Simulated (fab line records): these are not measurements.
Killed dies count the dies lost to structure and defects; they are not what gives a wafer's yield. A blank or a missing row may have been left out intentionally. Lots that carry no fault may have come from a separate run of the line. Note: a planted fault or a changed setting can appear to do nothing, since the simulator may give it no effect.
What tool caused it? + flow berkeley cmos170 + 14 lots with 42 wafers sampled at 6 steps, on a route of 331 steps

WHAT THE GAUGES READ, wafer by wafer
UCB170_GATE_OVL_MEAS_13. Usual: GATE_OVL gives 1 nm (standard deviation 5.7).
| lot  | measured     | on         | GATE_OVL (nm) | flag |
|------|--------------|------------|---------------|------|
| L231 | day 7 00:32  | overlay-02 | 3 4 2         |      |
| L233 | day 7 20:23  | overlay-01 | -9 -2 -4      |      |
| L234 | day 7 20:38  | overlay-02 | 1 -1 2        |      |
| L236 | day 8 04:52  | overlay-01 | -1 6 -3       |      |
| L235 | day 8 04:59  | overlay-02 | -8 -7 -3      |      |
| L237 | day 8 05:08  | overlay-02 | 10 8 3        |      |
| L238 | day 8 23:58  | overlay-02 | -6 2 -7       |      |
| L241 | day 9 11:11  | overlay-02 | 5 3 3         |      |
| L246 | day 10 08:53 | overlay-01 | 4 4 8         |      |
| L245 | day 10 09:06 | overlay-02 | 1 3 8         |      |
| L248 | day 11 07:54 | overlay-02 | 7 6 8         |      |
| L251 | day 11 15:01 | overlay-01 | 6 1 -2        |      |
| L250 | day 11 15:02 | overlay-02 | 2 0 0         |      |
| L253 | day 11 15:24 | overlay-01 | 8 7 7         |      |

UCB170_SILICIDE_RS_MEAS_02: a four-point-probe measurement. Usual: SILICIDE_TI_RS gives 26.14 ohm/sq (standard deviation 0.21).
| lot  | measured     | on            | SILICIDE_TI_RS (ohm/sq) | flag |
|------|--------------|---------------|-------------------------|------|
| L231 | day 7 20:43  | film metro-03 | 25.89 25.82 25.75       |      |
| L233 | day 8 13:33  | film metro-03 | 26.18 26.19 25.87       |      |
| L234 | day 8 13:45  | film metro-02 | 25.99 25.97 26.05       |      |
| L236 | day 9 00:19  | film metro-03 | 26.10 26.04 25.96       |      |
| L235 | day 9 00:47  | film metro-03 | 26.01 26.04 26.14       |      |
| L237 | day 9 00:27  | film metro-03 | 26.23 26.22 26.20       |      |
| L238 | day 9 17:50  | film metro-03 | 26.06 26.10 26.11       |      |
| L241 | day 10 08:52 | film metro-03 | 26.15 41.77 41.64       | OFF  |
| L246 | day 11 08:33 | film metro-04 | 42.04 26.37 26.21       | OFF  |
| L245 | day 11 08:02 | film metro-03 | 25.99 26.34 26.16       |      |
| L248 | day 11 22:25 | film metro-03 | 25.92 26.01 25.93       |      |
| L251 | day 12 09:01 | film metro-04 | 26.41 26.29 26.20       |      |
| L250 | day 12 08:58 | film metro-02 | 26.06 25.96 25.83       |      |
| L253 | day 12 09:40 | film metro-03 | 26.44 26.54 26.18       |      |

UCB170_SILICIDE_THK_MEAS_03: measures by xrf. Usual: SILICIDE_TI_THK gives 30.09 nm (standard deviation 0.24).
| lot  | measured     | on            | SILICIDE_TI_THK (nm) | flag |
|------|--------------|---------------|----------------------|------|
| L231 | day 7 20:50  | film metro-03 | 30.29 30.52 30.54    |      |
| L233 | day 8 13:40  | film metro-03 | 29.88 29.99 30.24    |      |
| L234 | day 8 13:52  | film metro-02 | 30.18 30.30 30.07    |      |
| L236 | day 9 00:25  | film metro-03 | 30.02 30.15 30.38    |      |
| L235 | day 9 00:53  | film metro-03 | 30.20 30.25 30.15    |      |
| L237 | day 9 00:34  | film metro-03 | 29.91 29.86 30.09    |      |
| L238 | day 9 17:57  | film metro-03 | 30.19 30.22 30.04    |      |
| L241 | day 10 08:58 | film metro-03 | 30.15 20.39 20.44    | OFF  |
| L246 | day 11 08:38 | film metro-04 | 20.28 30.04 30.01    | OFF  |
| L245 | day 11 08:10 | film metro-03 | 30.10 29.86 30.00    |      |
| L248 | day 11 22:32 | film metro-03 | 30.20 30.23 30.32    |      |
| L251 | day 12 09:08 | film metro-04 | 30.12 30.12 30.24    |      |
| L250 | day 12 09:05 | film metro-02 | 30.21 30.45 30.57    |      |
| L253 | day 12 09:47 | film metro-03 | 29.95 29.73 30.11    |      |

UCB170_M1_THK_MEAS_02: measures by xrf. Usual: M1_AL_THK gives 593 nm (standard deviation 6.9).
| lot  | measured     | on            | M1_AL_THK (nm) | flag |
|------|--------------|---------------|----------------|------|
| L231 | day 8 05:56  | film metro-02 | 606 607 604    |      |
| L233 | day 8 18:27  | film metro-02 | 591 589 585    |      |
| L234 | day 8 19:31  | film metro-04 | 594 590 594    |      |
| L236 | day 9 05:48  | film metro-01 | 610 602 604    |      |
| L235 | day 9 08:25  | film metro-01 | 594 588 583    |      |
| L237 | day 9 07:34  | film metro-01 | 600 597 604    |      |
| L238 | day 9 22:49  | film metro-02 | 598 598 596    |      |
| L241 | day 10 17:25 | film metro-02 | 585 586 588    |      |
| L246 | day 11 16:11 | film metro-04 | 587 583 589    |      |
| L245 | day 11 16:10 | film metro-02 | 586 584 590    |      |
| L248 | day 12 04:00 | film metro-02 | 602 596 599    |      |
| L251 | day 12 14:55 | film metro-02 | 603 602 601    |      |
| L250 | day 12 14:34 | film metro-04 | 601 591 596    |      |
| L253 | day 12 15:44 | film metro-04 | 595 598 593    |      |

WHICH TOOL RAN EACH LOT (tool, then ch and the chambers of the sampled wafers, then the start)
| lot  | UCB170_NLDD_STRIP_10                 | UCB170_SILICIDE_SPUTTER_01   |
|------|--------------------------------------|------------------------------|
| L231 | plasma asher-02 ch 0,1, day 7 06:58  | pvd sputter-02, day 7 20:41  |
| L233 | plasma asher-02 ch 0,1, day 8 03:06  | pvd sputter-03, day 8 13:31  |
| L234 | plasma asher-03 ch 0,1, day 8 03:22  | pvd sputter-02, day 8 13:42  |
| L236 | plasma asher-02 ch 0,1, day 8 09:59  | pvd sputter-02, day 9 00:14  |
| L235 | plasma asher-02 ch 0,1, day 8 10:27  | pvd sputter-03, day 9 00:43  |
| L237 | plasma asher-03 ch 0,1, day 8 10:41  | pvd sputter-01, day 9 00:25  |
| L238 | plasma asher-02 ch 1, day 9 03:46    | pvd sputter-03, day 9 17:47  |
| L241 | plasma asher-03 ch 0,1, day 9 18:20  | pvd sputter-03, day 10 08:45 |
| L246 | plasma asher-03 ch 0,1, day 10 16:11 | pvd sputter-03, day 11 08:28 |
| L245 | plasma asher-04 ch 0,1, day 10 16:16 | pvd sputter-02, day 11 08:01 |
| L248 | plasma asher-02 ch 0,1, day 11 12:48 | pvd sputter-01, day 11 22:23 |
| L251 | plasma asher-02 ch 0,1, day 11 19:33 | pvd sputter-01, day 12 08:58 |
| L250 | plasma asher-03 ch 0,1, day 11 19:20 | pvd sputter-02, day 12 08:56 |
| L253 | plasma asher-04 ch 0,1, day 11 20:45 | pvd sputter-02, day 12 09:38 |
- UCB170_NLDD_STRIP_10: strips in O2.
- UCB170_SILICIDE_SPUTTER_01: material Ti, target thk 30 nm, time 25 s.

WHAT THE TOOLS THEMSELVES READ (means of the sampled wafers that have a number; where no wafer has one, the mark that the record gives instead)
UCB170_NLDD_STRIP_10. Usual: drypump motor current A 5.5 A, standard deviation 0.74; oes product au 0.734 a.u., standard deviation 0.0046; strip time to endpoint s 21.61 s, standard deviation 0.064.
| lot  | tool            | drypump motor current A (A) | oes product au (a.u.) | strip time to endpoint s (s) | flag |
|------|-----------------|-----------------------------|-----------------------|------------------------------|------|
| L231 | plasma asher-02 | 6.1                         | 0.733                 | 21.62                        |      |
| L233 | plasma asher-02 | 6.4                         | 0.735                 | 21.61                        |      |
| L234 | plasma asher-03 | 4.8                         | 0.733                 | 21.51                        |      |
| L236 | plasma asher-02 | 6.4                         | 0.736                 | 21.68                        |      |
| L235 | plasma asher-02 | 6.1                         | 0.736                 | 21.59                        |      |
| L237 | plasma asher-03 | 4.8                         | 0.736                 | 21.53                        |      |
| L238 | plasma asher-02 | 5.8                         | 0.738                 | 21.67                        |      |
| L241 | plasma asher-03 | 4.8                         | 0.731                 | 21.67                        |      |
| L246 | plasma asher-03 | 4.8                         | 0.732                 | 21.61                        |      |
| L245 | plasma asher-04 | 5.1                         | 0.735                 | 21.54                        |      |
| L248 | plasma asher-02 | 6.1                         | 0.737                 | 21.51                        |      |
| L251 | plasma asher-02 | 6.1                         | 0.731                 | 21.61                        |      |
| L250 | plasma asher-03 | 4.8                         | 0.733                 | 21.71                        |      |
| L253 | plasma asher-04 | 5.1                         | 0.728                 | 21.64                        |      |

UCB170_SILICIDE_SPUTTER_01. Usual: throttle valve pct 30.6 %, standard deviation 0.56.
| lot  | tool           | throttle valve pct (%) | flag |
|------|----------------|------------------------|------|
| L231 | pvd sputter-02 | 30.5                   |      |
| L233 | pvd sputter-03 | 30.8                   |      |
| L234 | pvd sputter-02 | 30.8                   |      |
| L236 | pvd sputter-02 | 30.7                   |      |
| L235 | pvd sputter-03 | 30.7                   |      |
| L237 | pvd sputter-01 | 30.0                   |      |
| L238 | pvd sputter-03 | 30.4                   |      |
| L241 | pvd sputter-03 | 30.8                   |      |
| L246 | pvd sputter-03 | 30.6                   |      |
| L245 | pvd sputter-02 | 30.9                   |      |
| L248 | pvd sputter-01 | 30.1                   |      |
| L251 | pvd sputter-01 | 30.0                   |      |
| L250 | pvd sputter-02 | 30.9                   |      |
| L253 | pvd sputter-02 | 31.0                   |      |

THE ANSWER, worked out from the rows above alone
Rule: a lot is off if the mean of its wafers that have a number lies more than 3 standard deviations from the usual mean. A lot without any number at a reading at which 4 lots or more have one is off too. The other lots that the step has rows for count as sound. The gauges are gone through in route order, then the tools' own readings, and for those a lot's mean is taken as printed above. The first step at which some lot is off is used, and at that step the reading that is off furthest; a lot without a number counts as furthest.
Off: L241, L246, seen at UCB170_SILICIDE_RS_MEAS_02 (SILICIDE_TI_RS).
A tool fits if, at a process step before that reading, it ran every lot that is off, and no sound lot after the first of them. The gauges at UCB170_SILICIDE_RS_MEAS_02 are tried like those tools. One fits: UCB170_SILICIDE_SPUTTER_01 on pvd sputter-03. Its last sound lot is L238 (day 9 17:47), its first lot that is off L241 (day 10 08:45): a fault that began between those two fits.

WHAT WAS PUT IN BY THE SIMULATOR
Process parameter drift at UCB170_SILICIDE_SPUTTER_01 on pvd sputter-03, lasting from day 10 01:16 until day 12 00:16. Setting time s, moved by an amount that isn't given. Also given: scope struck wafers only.
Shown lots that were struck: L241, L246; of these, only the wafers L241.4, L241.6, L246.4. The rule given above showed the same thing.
